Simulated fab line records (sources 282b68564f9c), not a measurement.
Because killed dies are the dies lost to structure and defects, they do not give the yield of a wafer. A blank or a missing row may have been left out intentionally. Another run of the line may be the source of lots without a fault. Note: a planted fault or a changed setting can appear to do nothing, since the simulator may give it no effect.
Split-lot study | flow rit cmos | 23 wafers read across 5 lots, on a route 202 steps long

## ABOUT THE SPLIT
At RIT_PRETRO_COAT_01 (resist thk 1300 nm), the setting resist thk nm was moved away from the recipe's 1300 nm on 10 of the 23 wafers read, by -2.8% to +5.3%. This setting was run at the recipe's value on the other wafers.

## FROM THE SPLIT TO THE READING: what the file shows between them, 1 step
- RIT_PRETRO_DEVELOP_05: develop time 68 s (also split here: develop time s)

## THE READING
NOVOLAK_of_PRETRO_COAT_01.thk nm (the simulator's own value, which no gauge read), in nm, at RIT_PRETRO_HARDBAKE_07 (time 120 s). The file gives no usual value for it. The 13 wafers here that ran the recipe average 1139 nm, standard deviation 2.1 nm.

wafer  | tool, chamber at the split | resist thk nm as run, nm | against the recipe | NOVOLAK_of_PRETRO_COAT_01.thk nm, nm | against lot-mates on the recipe
L080.2 | litho track-02, 0          | 1300                     | recipe             | 1137                                 | -
L080.3 | litho track-02, 0          | 1300                     | recipe             | 1137                                 | -
L080.6 | litho track-02, 0          | 1300                     | recipe             | 1137                                 | -
L080.4 | litho track-02, 0          | 1352                     | +4.0%              | 1184                                 | +47
L080.5 | litho track-02, 0          | 1352                     | +4.0%              | 1179                                 | +42
L081.1 | litho track-01, 0          | 1300                     | recipe             | 1139                                 | -
L081.2 | litho track-01, 0          | 1300                     | recipe             | 1140                                 | -
L081.3 | litho track-01, 0          | 1300                     | recipe             | 1143                                 | -
L081.5 | litho track-01, 0          | 1369                     | +5.3%              | 1199                                 | +58
L081.6 | litho track-01, 0          | 1369                     | +5.3%              | 1197                                 | +56
L082.1 | litho track-04, 0          | 1263                     | -2.8%              | 1106                                 | -30
L082.3 | litho track-04, 0          | 1300                     | recipe             | 1137                                 | -
L082.4 | litho track-04, 0          | 1263                     | -2.8%              | 1104                                 | -32
L082.5 | litho track-04, 0          | 1300                     | recipe             | 1136                                 | -
L082.6 | litho track-04, 0          | 1263                     | -2.8%              | 1103                                 | -34
L083.1 | litho track-02, 0          | 1300                     | recipe             | 1138                                 | -
L083.3 | litho track-02, 0          | 1300                     | recipe             | 1141                                 | -
L083.5 | litho track-02, 0          | 1300                     | recipe             | 1139                                 | -
L085.1 | litho track-04, 0          | 1349                     | +3.8%              | 1184                                 | +43
L085.2 | litho track-04, 0          | 1349                     | +3.8%              | 1182                                 | +41
L085.3 | litho track-04, 0          | 1300                     | recipe             | 1141                                 | -
L085.6 | litho track-04, 0          | 1300                     | recipe             | 1141                                 | -
L085.5 | litho track-04, 0          | 1349                     | +3.8%              | 1180                                 | +39

THE FIT
A straight line over all 23 wafers: NOVOLAK_of_PRETRO_COAT_01.thk nm changes by +11.4 nm for each +1% of resist thk nm; r = +1.00; the points scatter about the line by 2.3 nm.
The same after taking each lot's own level away (the mean of its wafers on the recipe; 23 wafers): +11 nm for each +1%; r = +1.00; scatter 1.5 nm.
According to that fit, moving resist thk nm by its largest amount changes the reading by 58 nm.
From 1136.5 to 1141.0 nm: that is the span of the lots' own levels, equal to 2.2 times the standard deviation above.
The two slopes are in agreement: the lot-to-lot level therefore moves the slope only a little.
Check: for one of the wafers moved furthest among these (+5.3%), held out of the fit, the line's prediction against its lot-mates is +58.1 nm. It came out at +58.3 nm against them.

## ADDITIONAL SPLITS CARRIED BY THESE WAFERS
Note: prior to the reading, these wafers also went through further splits. Each is held against what the fit with the lots' levels taken away leaves over:
other split on the same wafers       | wafers away from the commonest value | r with NOVOLAK_of_PRETRO_COAT_01.thk nm (lot level and that fit taken away)
RIT_ACTIVE_OXIDATION_01 ox time s    | 10                                   | -0.12
RIT_ACTIVE_COAT_06 resist thk nm     | 7                                    | +0.18
RIT_ACTIVE_STRIP_14 pressure mtorr   | 18                                   | -0.17
RIT_PWELL_COAT_01 resist thk nm      | 10                                   | +0.09
RIT_PWELL_IMPLANT_08 dose cm2        | 7                                    | -0.07
RIT_PRETRO_DEVELOP_05 develop time s | 8                                    | -0.24

## THE WHOLE CHAIN: every reading that the file lists as answering this split, in the file's order
step                   | what it does       | reading                                                                           | change (the file's fit)              | r (the file's)
RIT_PRETRO_COAT_01     | resist thk 1300 nm | NOVOLAK_of_PRETRO_COAT_01.thk nm (the simulator's own value, which no gauge read) | +12.7 nm for each +1% of the setting | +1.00
RIT_PRETRO_HARDBAKE_07 | time 120 s         | NOVOLAK_of_PRETRO_COAT_01.thk nm (the simulator's own value, which no gauge read) | +10.9 nm for each +1% of the setting | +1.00

## THE FILE'S OWN FIT
NOVOLAK_of_PRETRO_COAT_01.thk nm changes by +10.9 nm for each +1% of resist thk nm, r = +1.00.
